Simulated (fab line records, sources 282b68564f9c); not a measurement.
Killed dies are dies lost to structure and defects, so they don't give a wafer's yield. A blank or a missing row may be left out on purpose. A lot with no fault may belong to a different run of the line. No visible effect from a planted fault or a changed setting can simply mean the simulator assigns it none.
fab line records -- flow rit_cmos
[record] lots = 5, wafers = 13, last_day = 7
route steps=202 shown GATE@83 M1@202
lots untouched by any fault: they come from a run of this same line in which no faults occurred
start_h: hours from the record's first day to the start of the lot's first wafer shown -- wait_h: how many hours have passed since the lot's step before this one -- " repeats the value in the row above -- L1.1+2: one row covering several wafers at once -- - no value, or no start was given -- * or withheld: withheld -- < > ~ a bound
route shown NAME@n: names a module that has steps shown in the file, with the first one's number in the route -- usual: the fault-free wafers' mean and standard deviation -- same: alike in all rows -- chamber/n: place in a boat -- sites: each site's reading -- _std_site: the standard deviation of these -- _edge_site: inner sites' mean taken away from outer sites' mean -- radius_mm: for every site, how far away it sits from the centre of the wafer -- mask NAME#n: copy n -- behind: the last tool/chamber to shape the wafer -- hold: why the lot went on hold/how many hours it stayed there/how the hold came to an end -- device: which transistor (n, p or np) failed to switch -- end of line: tests of these same wafers at the route's end -- step lacking rows: just its recipe -- killed: dies that structure and defects cost at the first sort, which is not the same as the wafer's yield -- map: per-die view of a wafer (x killed, . not killed, _ where there is no die)
set.NAME: the setting as run; set.NAME@STEP: as run at that earlier step -- model.NAME: the simulator's own value behind a step, which no gauge read
certain route steps with their lots: each step a table, each wafer a row
services: from which hour (start_h, from the record's first day; less than 0 if before it) a tool's chamber was out of use, for how many hours, and why
[[steps]]
[step RIT_GATE_THK_MEAS_07]
[recipe] reads = SiO2_of_GATE_OXIDATION_05
[usual] GATE_OXIDE_THK = 3.02/0.052
lot.wafer,tool,chamber,start_h,wait_h,GATE_OXIDE_THK[nm]
L166.1,film_metro-04,-,69.49,0.0,3.03
L166.2,film_metro-04,-,69.49,0.0,3.05
L166.3,film_metro-04,-,69.49,0.0,3.00
L174.1,film_metro-01,-,113.53,0.0,3.05
L174.2,film_metro-01,-,113.53,0.0,3.14
L174.5,film_metro-01,-,113.53,0.0,3.15
L175.1,film_metro-01,-,117.64,0.0,2.98
L175.4,film_metro-01,-,117.64,0.0,3.02
L175.6,film_metro-01,-,117.64,0.0,3.05
L179.6,film_metro-03,-,138.56,0.1,3.09
L182.2,film_metro-03,-,153.69,0.0,3.12
L182.3,film_metro-03,-,153.69,0.0,3.05
L182.6,film_metro-03,-,153.69,0.0,3.07
[step RIT_GATE_CVD_08]
[recipe] material = poly-Si, target_thk_nm = 250, temp_c = 610, precursor = SiH4, time_s = 2220, pressure_mtorr = 300, sih4_flow_sccm = 97.59
[step RIT_GATE_THK_MEAS_09]
[recipe] reads = poly-Si_of_GATE_CVD_08
[usual] GATE_POLY_THK = 243.8/2.2
lot.wafer,tool,chamber,start_h,wait_h,GATE_POLY_THK[nm]
L166.1,film_metro-04,-,72.04,0.0,242.8
L166.2,film_metro-04,-,72.04,0.0,245.3
L166.3,film_metro-04,-,72.04,0.0,242.8
L174.1,film_metro-03,-,115.21,0.0,245.9
L174.2,film_metro-03,-,115.21,0.0,245.2
L174.5,film_metro-03,-,115.21,0.0,243.9
L175.1,film_metro-01,-,119.32,0.0,244.2
L175.4,film_metro-01,-,119.32,0.0,245.2
L175.6,film_metro-01,-,119.32,0.0,244.6
L179.6,film_metro-04,-,140.24,0.1,244.3
L182.2,film_metro-03,-,155.36,0.0,241.1
L182.3,film_metro-03,-,155.36,0.0,242.7
L182.6,film_metro-03,-,155.36,0.0,241.3
[step RIT_GATE_HMDS_10]
[recipe] prime_time_s = 60, prime_temp_c = 140
[step RIT_GATE_COAT_11]
[recipe] resist = NOVOLAK, spin_rpm = 4250, resist_thk_nm = 850
[step RIT_GATE_SOFTBAKE_12]
[recipe] resist = NOVOLAK, temp_c = 90, time_s = 60
[step RIT_GATE_EXPOSE_13]
[recipe] mask_id = M6, na = 0.6, source_shape = conventional, sigma_outer = 0.6, target_cd_nm = 150, dose_mj = 380
[step RIT_GATE_PEB_14]
[recipe] resist = NOVOLAK, temp_c = withheld, time_s = withheld
[step RIT_GATE_DEVELOP_15]
[recipe] resist = NOVOLAK, develop_time_s = 50, dev_temp_c = 23
[step RIT_GATE_CD_MEAS_16]
[recipe] target_cd_nm = 150
[usual] cd_nm = 150.3/3
lot.wafer,tool,chamber,start_h,wait_h,cd_nm
L166.1,cd_sem-01,-,73.08,-,149.0
L166.2,cd_sem-01,-,73.08,-,149.8
L166.3,cd_sem-01,-,73.08,-,150.3
L174.1,cd_sem-02,-,116.24,-,150.6
L174.2,cd_sem-02,-,116.24,-,152.1
L174.5,cd_sem-02,-,116.24,-,150.3
L175.1,cd_sem-02,-,120.23,-,147.2
L175.4,cd_sem-02,-,120.23,-,147.4
L175.6,cd_sem-02,-,120.23,-,148.8
L179.6,cd_sem-02,-,141.32,-,153.1
L182.2,cd_sem-02,-,156.28,-,153.7
L182.3,cd_sem-02,-,156.28,-,153.3
L182.6,cd_sem-02,-,156.28,-,155.5
[step RIT_GATE_OVL_MEAS_17]
[usual] GATE_OVL = 0.3/1.6
lot.wafer,tool,chamber,start_h,wait_h,GATE_OVL[nm]
L166.1,overlay-01,-,73.20,0.1,2.1
L166.2,overlay-01,-,73.20,0.1,2.2
L166.3,overlay-01,-,73.20,0.1,0.5
L174.1,overlay-01,-,116.36,0.1,1.8
L174.2,overlay-01,-,116.36,0.1,-0.9
L174.5,overlay-01,-,116.36,0.1,-0.3
L175.1,overlay-02,-,120.35,0.1,2.0
L175.4,overlay-02,-,120.35,0.1,0.7
L175.6,overlay-02,-,120.35,0.1,0.1
L179.6,overlay-01,-,141.37,0.0,-0.5
L182.2,overlay-01,-,156.39,0.1,0.2
L182.3,overlay-01,-,156.39,0.1,0.7
L182.6,overlay-01,-,156.39,0.1,1.7
[step RIT_GATE_HARDBAKE_18]
[recipe] resist = NOVOLAK, temp_c = 140, time_s = 60
[step RIT_GATE_ETCH_19]
[recipe] chemistry = SF6/CHF3/O2, time_s = 165, SF6_flow_sccm = 30, CHF3_flow_sccm = 30, O2_flow_sccm = 5, target = poly-Si, pressure_mtorr = 40, rf_w = 160, target_depth_a = 3125, over_etch_frac = 0.25, stop_on = SiO2
[usual] drypump_motor_current_A = 5.8/0.37, oes_product_au = 0.838/0.014, run_length_s = 193.2/0.41, throttle_valve_pct = 10.24/0.15
lot.wafer,tool,chamber,start_h,wait_h,drypump_motor_current_A,oes_product_au,rf_hours_counter_h,run_length_s,throttle_valve_pct,model.GATE.feature_depth_nm,model.etch.depth_nm,model.NOVOLAK_of_GATE_COAT_11.thk_nm
L166.1,rie_si-01,3,73.38,0.1,5.5,0.830,144,193.3,10.09,242.8,242.8,670.9
L166.2,rie_si-01,0,73.38,0.1,5.6,0.838,51,193.0,10.45,245.1,245.1,671.5
L166.3,rie_si-01,2,73.38,0.1,6.4,0.839,1,193.2,10.16,242.9,242.9,671.1
L174.1,rie_si-01,0,116.55,0.1,5.6,0.839,52,192.9,10.45,245.8,245.8,672.6
L174.2,rie_si-01,1,116.55,0.1,6.3,0.829,62,193.5,10.18,245.2,245.2,668.5
L174.5,rie_si-01,2,116.55,0.1,6.4,0.836,-,193.0,10.16,243.8,243.8,669.8
L175.1,rie_si-02,1,120.54,0.1,5.5,0.841,87,192.4,10.02,244.2,244.2,667.4
L175.4,rie_si-02,3,120.54,0.1,5.3,0.849,91,193.5,10.26,244.9,244.9,671.6
L175.6,rie_si-02,3,120.54,0.1,5.3,0.851,-,193.4,10.24,244.8,244.8,670.7
L179.6,rie_si-02,0,141.58,0.1,5.8,0.977,-,151.7,10.36,223.1,223.1,696.2
L182.2,rie_si-01,0,156.57,0.1,5.7,0.834,52,192.9,10.45,241.4,241.4,672.1
L182.3,rie_si-01,1,156.57,0.1,6.3,0.821,62,193.5,10.17,242.8,242.8,671.2
L182.6,rie_si-01,2,156.57,0.1,6.4,0.839,-,193.6,10.17,241.3,241.3,672.9
[step RIT_GATE_STRIP_20]
[recipe] chemistry = O2, time_s = 180, resist = NOVOLAK, platen_temp_c = withheld, power_w = 500, pressure_mtorr = 4000, o2_flow_sccm = 4000
[usual] drypump_motor_current_A = 5.6/0.36
lot.wafer,tool,chamber,start_h,wait_h,drypump_motor_current_A,rf_hours_counter_h
L166.1,plasma_asher-02,0,73.49,0.1,5.5,44
L166.2,plasma_asher-02,1,73.49,0.1,5.8,44
L166.3,plasma_asher-02,0,73.49,0.1,5.5,-
L174.1,plasma_asher-01,0,116.66,0.1,6.2,48
L174.2,plasma_asher-01,1,116.66,0.1,5.5,48
L174.5,plasma_asher-01,1,116.66,0.1,5.5,-
L175.1,plasma_asher-03,1,120.64,0.1,5.2,0
L175.4,plasma_asher-03,0,120.64,0.1,5.6,-
L175.6,plasma_asher-03,0,120.64,0.1,5.5,-
L179.6,plasma_asher-03,0,141.76,0.1,5.5,-
L182.2,plasma_asher-01,1,156.68,0.1,5.5,52
L182.3,plasma_asher-01,0,156.68,0.1,6.3,-
L182.6,plasma_asher-01,1,156.68,0.1,5.5,-
[step RIT_M1_PROBE_99]
[usual] defect_limited_yield = 97.4/1.2, killed_at_front_end = 7/3, killed_dies = 7/3.1, killed_open = 3.4/2.1, killed_short = 3.4/2, sort_bin_3_pad_short = 0.1/0.23, sort_bin_5_function = 1.5/0.76, sort_bin_6_memory = 1.0/0.74, sort_n_pass = 257/3.1, sort_yield_pct = 97.4/1.2
[same] gross_dies = 264, killed_at_M0_to_M3 = 0, killed_at_M4_up = 0, killed_at_back_side = 0, killed_at_contacts = 0, killed_at_other = 0
lot.wafer,tool,chamber,start_h,wait_h,defect_limited_yield[%],killed_at_front_end,killed_dies,killed_open,killed_short,sort_bin_3_pad_short[%],sort_bin_5_function[%],sort_bin_6_memory[%],sort_n_pass,sort_yield_pct[%]
L174.1,prober-02,-,138.54,0.1,97.7,6,6,2,4,0,1.5,0.8,258,97.7
L174.2,prober-02,-,138.59,0.1,95.8,11,11,6,5,0,3.8,0.4,253,95.8
L174.5,prober-02,-,138.74,0.2,97.3,7,7,2,5,0.4,2.3,0,257,97.3
L175.1,prober-01,-,142.02,0.1,97.7,6,6,5,1,0,1.1,1.1,258,97.7
L175.4,prober-01,-,142.17,0.2,98.5,4,4,0,4,0.4,1.1,0,260,98.5
L175.6,prober-01,-,142.27,0.2,97.3,7,7,4,3,0,1.5,1.1,257,97.3
L182.2,prober-02,-,177.47,0.1,97.3,7,7,3,4,0,2.7,0,257,97.3
L182.3,prober-02,-,177.52,0.2,99.2,2,2,2,0,0,0.8,0,262,99.2
L182.6,prober-02,-,177.67,0.2,97.7,6,6,4,2,0,1.9,0.4,258,97.7
// killed by level:class
L174.1 SPACER:geometric_particle:short=3 FOX1:geometric_particle:short=1 FOX2:geometric_particle:open=1 GATE:geometric_particle:open=1
L174.2 GATE:geometric_particle:open=3 GATE:geometric_particle:short=2 SILICIDE:geometric_particle:short=2 SILICIDE:geometric_particle:open=2 FOX1:geometric_particle:short=1 FOX1:geometric_particle:open=1
L174.5 GATE:geometric_particle:open=2 SPACER:geometric_particle:short=2 FOX1:geometric_particle:short=1 GATE:geometric_particle:short=1 REOX:geometric_particle:short=1
L175.1 FOX1:geometric_particle:open=1 FOX2:geometric_particle:open=1 GATE:geometric_particle:short=1 GATE:geometric_particle:open=1 SPACER:geometric_particle:open=1 SILICIDE:geometric_particle:open=1
L175.4 GATE:geometric_particle:short=3 SILICIDE:geometric_particle:short=1
L175.6 GATE:geometric_particle:open=2 GATE:geometric_particle:short=2 SPACER:geometric_particle:short=1 SPACER:geometric_particle:open=1 SILICIDE:geometric_particle:open=1
L182.2 GATE:geometric_particle:open=3 GATE:geometric_particle:short=2 FOX1:geometric_particle:short=1 FOX2:geometric_particle:short=1
L182.3 FOX1:geometric_particle:open=1 REOX:geometric_particle:open=1
L182.6 SILICIDE:geometric_particle:open=2 FOX1:geometric_particle:open=1 GATE:geometric_particle:short=1 REOX:geometric_particle:open=1 SPACER:geometric_particle:short=1
[[services]]
tool,chamber,start_h,hours,kind
rie_si-01,1,77.24,2.1,repair
rie_si-02,3,96.25,3.9,repair
rie_si-01,0,104.45,7.1,repair
plasma_asher-03,-,108.75,9.0,pm
plasma_asher-03,0,108.75,9.0,vent_cycle
plasma_asher-03,1,108.75,9.0,vent_cycle
plasma_asher-03,0,117.75,-,clean
plasma_asher-03,1,117.75,-,clean
plasma_asher-02,-,128.20,0.5,repair
plasma_asher-03,-,138.30,0.8,repair
plasma_asher-03,-,142.61,4.9,repair
rie_si-02,-,142.67,10.4,repair
plasma_asher-02,-,154.47,3.4,repair
[[key]]
[first_sign] step = RIT_GATE_ETCH_19, reading = run_length_s, direction = down, sigmas = 99+, usual = *, struck = *
[effect] step = RIT_GATE_ETCH_19, reading = oes_product_au, direction = up, sigmas = 10, usual = 0.838, struck = 0.977
[model_effect] step = RIT_GATE_ETCH_19, value = GATE.feature_depth_nm, without = 244.2, struck = 223.1
met_at RIT_GATE_ETCH_19
struck_wafers L179.6
rows_end L179.6
[fault] kind = process_parameter_drift, tool = rie_si-02, chamber = 0, onset_h = 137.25, steps = RIT_GATE_ETCH_19, channel = time_s, offset = *, shape = step, end_h = 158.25, stated = *
// rows_end: these wafers met a further fault down the route, and their rows from its step on are left out
